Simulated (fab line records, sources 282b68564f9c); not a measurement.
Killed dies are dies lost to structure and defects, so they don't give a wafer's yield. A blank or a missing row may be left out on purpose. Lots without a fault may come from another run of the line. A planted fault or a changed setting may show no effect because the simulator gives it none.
Which tool did it? | flow rit_cmos | 7 lots, 21 wafers sampled, at 2 steps of a route of 202

WHAT THE GAUGES READ, wafer by wafer
RIT_NRETRO_TW_MEAS_10.
lot  | measured    | on            | NRETRO_TW
L628 | day 2 22:33 | film_metro-02 | 1058 1065 1065
L630 | day 3 07:04 | film_metro-02 | 1064 1062 1061
L633 | day 3 22:14 | film_metro-01 | 1060 1059 1061
L637 | day 5 00:08 | film_metro-02 | 1064 1064 1061
L642 | day 6 05:30 | film_metro-01 | 30 30 30
L645 | day 6 21:44 | film_metro-02 | 1064 1069 1070
L647 | day 7 02:59 | film_metro-01 | 1060 1056 1063

WHICH TOOL RAN EACH LOT (tool, then ch and the chambers of the sampled wafers, then the start)
lot  | RIT_PWELL_STRIP_09
L628 | plasma_asher-01 ch 0,1, day 2 14:46
L630 | plasma_asher-01 ch 0,1, day 2 21:30
L633 | plasma_asher-01 ch 0,1, day 3 13:05
L637 | plasma_asher-04 ch 0,1, day 4 13:52
L642 | plasma_asher-04 ch 0,1, day 5 18:07
L645 | plasma_asher-04 ch 0,1, day 6 12:52
L647 | plasma_asher-04 ch 0,1, day 6 19:47
- RIT_PWELL_STRIP_09: strips in O2, time 180 s.

THE ANSWER, worked out from the rows above alone
Rule: what is usual is taken from the lots themselves. Put in order of their means at a reading, lots are off if they are a third of the lots or fewer, leave a main group of 4 or more, and stand apart from it by a gap of 3 or more times the standard deviation of the main group's means; of several such gaps the widest counts. A main group whose means are all the same, to the digits that the tables above print for the reading, isn't used. A lot without any number at a reading at which 4 lots or more have one is off too. The other lots that the step has rows for count as sound.
Off: L642, at RIT_NRETRO_TW_MEAS_10 (NRETRO_TW). The main group: mean 1063, standard deviation 2.6.
A tool fits if, at a process step before that reading, it ran every lot that is off, and no sound lot after the first of them. The gauges at RIT_NRETRO_TW_MEAS_10 are tried like those tools. None of those tried fits.

WHAT THE SIMULATOR HAD PUT IN
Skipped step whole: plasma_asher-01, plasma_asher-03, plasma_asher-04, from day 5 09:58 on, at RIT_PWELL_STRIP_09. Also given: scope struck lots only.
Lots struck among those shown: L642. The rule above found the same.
